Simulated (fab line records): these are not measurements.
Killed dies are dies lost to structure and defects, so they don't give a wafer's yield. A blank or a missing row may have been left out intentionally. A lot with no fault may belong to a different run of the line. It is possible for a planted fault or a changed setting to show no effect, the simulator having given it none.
Comparing a struck lot with a sound one + flow ritCmos + 28 steps out of a route of 202
Sound: the wafers L364.4, L364.5, L364.6. Wafers struck: L369.1, L369.4, L369.6. Last of all comes the cause.
Order at every step that has rows: each side's tool, ch and its chambers, its first start. Under that, the readings that differ: sound wafers + struck wafers + difference of the means + sigmas: that difference in standard deviations of wafers without a fault.
alike: a reading whose means differ by less than 2 such deviations, as well as words and numbers matching on both sides. not compared: withheld readings; readings where some wafer has no value; bounds like >300 that might hide an equal value; numbers whose values overlap and for which the record gives no deviation.
The two part at a step that has a row with sigmas, a row that says differs or no value, or rows on one side only. Numbers that don't overlap but have no deviation are shown without sigmas and don't part them. A reading that every wafer of one side lacks parts them only if that side has two wafers or more.

RIT_ACTIVE_BOW_MEAS_00:
  struck on filmMetro-01, day 4 08:00; sound on filmMetro-03, day 3 07:04
  alike: INCOMING_BOW
RIT_ACTIVE_OXIDATION_01: target thk 46.8 nm, ox time 3360 s.
  sound on furnace-04 ch 0, day 3 08:00; struck on furnace-03 ch 0, day 4 08:07
| reading                                      | sound                | struck               | difference | sigmas      |
|----------------------------------------------|----------------------|----------------------|------------|-------------|
| spikeTcCentreC (C)                           | 1001.3 1001.7 1003.7 | 1018.4 1017.4 1018.2 | +15.8      | +14         |
| spikeTcLoadC (C)                             | 1024 1024 1023       | 1046 1048 1046       | +23        | +6          |
| spikeTcSourceC (C)                           | 1023 1023 1021       | 1042 1044 1044       | +21        | +6          |
| tubeCenterTempC (C)                          | 999.98 999.86 1000   | 1014.8 1015 1015.1   | +15.0      | +99 or more |
| tube_center_temp_C_max                       | 1001.8 1002.1 1002.7 | 1017.5 1017.3 1017.0 | +15.1      | +35         |
| model.SiO2_of_ACTIVE_OXIDATION_01.thkNm (nm) | 47.99 47.39 47.99    | 54.81 55.07 55.45    | +7.32      |             |
RIT_ACTIVE_THK_MEAS_02:
  struck on filmMetro-03, day 4 10:03; sound on filmMetro-02, day 3 09:58
| reading               | sound          | struck         | difference | sigmas |
|-----------------------|----------------|----------------|------------|--------|
| ACTIVE_OXIDE_THK (nm) | 48.1 47.4 48.0 | 54.8 55.1 55.4 | +7.3       | +9     |
then, 1 step without rows for these wafers: RIT_ACTIVE_CVD_03 (deposits Si3N4 from SiH2Cl2/NH3, target thk 150 nm, time 1500 s).
RIT_ACTIVE_THK_MEAS_04:
  struck on filmMetro-03, day 4 11:32; sound on filmMetro-03, day 3 14:23
  alike: ACTIVE_NITRIDE_THK
then, 6 steps without rows for these wafers: RIT_ACTIVE_HMDS_05 (prime time 60 s); RIT_ACTIVE_COAT_06 (resist thk 1000 nm); RIT_ACTIVE_SOFTBAKE_07 (time 60 s); RIT_ACTIVE_EXPOSE_08 (exposes mask M1, target cd 1400 nm); RIT_ACTIVE_PEB_09; RIT_ACTIVE_DEVELOP_10 (develop time 50 s).
RIT_ACTIVE_CD_MEAS_11: target cd 1400 nm.
  struck on cdSem-02, day 4 12:26; sound on cdSem-01, day 3 15:20
| reading   | sound                | struck               | difference | sigmas |
|-----------|----------------------|----------------------|------------|--------|
| cdNm (nm) | 1398.5 1398.3 1396.5 | 1400.9 1404.7 1403.0 | +5.1       | +3     |
then, 1 step without rows for these wafers: RIT_ACTIVE_HARDBAKE_12 (time 60 s).
RIT_ACTIVE_ETCH_13: etches Si3N4 in SF6, stops on SiO2, time 210 s, target depth 210 nm.
  sound on rieDiel-01 ch 0,3, day 3 15:32; struck on rieDiel-04 ch 0,1,3, day 4 12:43
  alike: SF6_flow_sccm, drypumpMotorCurrentA, oesProductAu, throttleValvePct
  not compared: rfHoursCounterH
RIT_ACTIVE_STRIP_14: strips in O2, time 180 s.
  sound on plasmaAsher-04 ch 0,1, day 3 15:44; struck on plasmaAsher-04 ch 0,1, day 4 12:50
  alike: drypumpMotorCurrentA
  not compared: rfHoursCounterH
RIT_ACTIVE_CD_MEAS_90: target cd 1400 nm.
  struck on cdSem-02, day 4 13:01; sound on cdSem-02, day 3 15:55
| reading   | sound                | struck               | difference | sigmas |
|-----------|----------------------|----------------------|------------|--------|
| cdNm (nm) | 1398.6 1398.7 1396.1 | 1401.1 1404.9 1402.8 | +5.1       | +3     |
then, 4 steps without rows for these wafers: RIT_ACTIVE_CLEAN_15 (cleans in SC1, time 600 s); RIT_ACTIVE_CLEAN_16 (cleans in dHF, time 30 s); RIT_ACTIVE_CLEAN_17 (cleans in SC2, time 600 s); RIT_FOX1_OXIDATION_00 (target thk 350.7 nm, ox time 1130 s).
RIT_FOX1_THK_MEAS_01:
  struck on filmMetro-01, day 4 15:48; sound on filmMetro-01, day 3 17:41
  alike: FOX1_OXIDE_THK
then, 2 steps without rows for these wafers: RIT_FOX1_WET_ETCH_02 (etches SiO2 in BOE, target depth 350 nm, time 390 s); RIT_FOX2_OXIDATION_00 (target thk 350.7 nm, ox time 1130 s).
RIT_FOX2_THK_MEAS_01:
  struck on filmMetro-04, day 4 18:18; sound on filmMetro-04, day 3 19:11
  alike: FOX2_OXIDE_THK
then, 1 step without rows for these wafers: RIT_FOX2_CLEAN_02 (cleans in dHF, time 180 s).
RIT_FOX2_WET_ETCH_03: etches Si3N4 in H3PO4, target depth 195 nm, time 2700 s.
  sound on wetBench-01 ch 0, day 3 19:16; struck on wetBench-04 ch 2, day 4 18:25
| reading                                      | sound             | struck         | difference | sigmas |
|----------------------------------------------|-------------------|----------------|------------|--------|
| model.SiO2_of_ACTIVE_OXIDATION_01.thkNm (nm) | 42.57 42.16 42.51 | 48.85 49 49.42 | +6.68      |        |
  alike: bathGuardTempC
RIT_FOX2_THK_MEAS_90:
  struck on filmMetro-03, day 4 19:10; sound on filmMetro-04, day 3 20:04
  alike: FIELD_OXIDE_LEFT_1_THK
RIT_M1_PROBE_99:
  struck on prober-01, day 6 09:59; sound on prober-02, day 5 11:35
| reading                           | sound             | struck            | difference | sigmas |
|-----------------------------------|-------------------|-------------------|------------|--------|
| model.etest.nldd.widthNm (nm)     | 3144 3150 3168    | 3067 3067 3058    | -90        |        |
| model.etest.pldd.widthNm (nm)     | 3161 3149 3151    | 3086 3062 3057    | -85        |        |
| model.etest.pplusSal.widthNm (nm) | 3419 3430 3433    | 3401 3387 3386    | -36        |        |
| model.etest.nplusSal.widthNm (nm) | 3421 3431 3428    | 3390 3394 3392    | -35        |        |
| model.etest.nmosNarrow.driveUaUm  | 217.1 222.6 215.3 | 203.4 192 193     | -22.2      |        |
| model.etest.pmosNarrow.driveUaUm  | 96.56 98.37 95.02 | 91.29 88.82 86.37 | -7.82      |        |
  alike: killedAtContacts, killedAtFrontEnd, killedDies, killedOnRim, killedOpen, killedShort

## WHERE THEY PART
First at RIT_ACTIVE_OXIDATION_01; last, within this record, at RIT_ACTIVE_CD_MEAS_90. Later steps at which nothing parts them and some readings are alike: RIT_FOX1_THK_MEAS_01, RIT_FOX2_THK_MEAS_01, RIT_FOX2_WET_ETCH_03, RIT_FOX2_THK_MEAS_90, RIT_M1_PROBE_99.

WHY: what had been put in by the simulator
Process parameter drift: furnace-03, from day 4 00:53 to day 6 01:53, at RIT_ACTIVE_OXIDATION_01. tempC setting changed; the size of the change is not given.
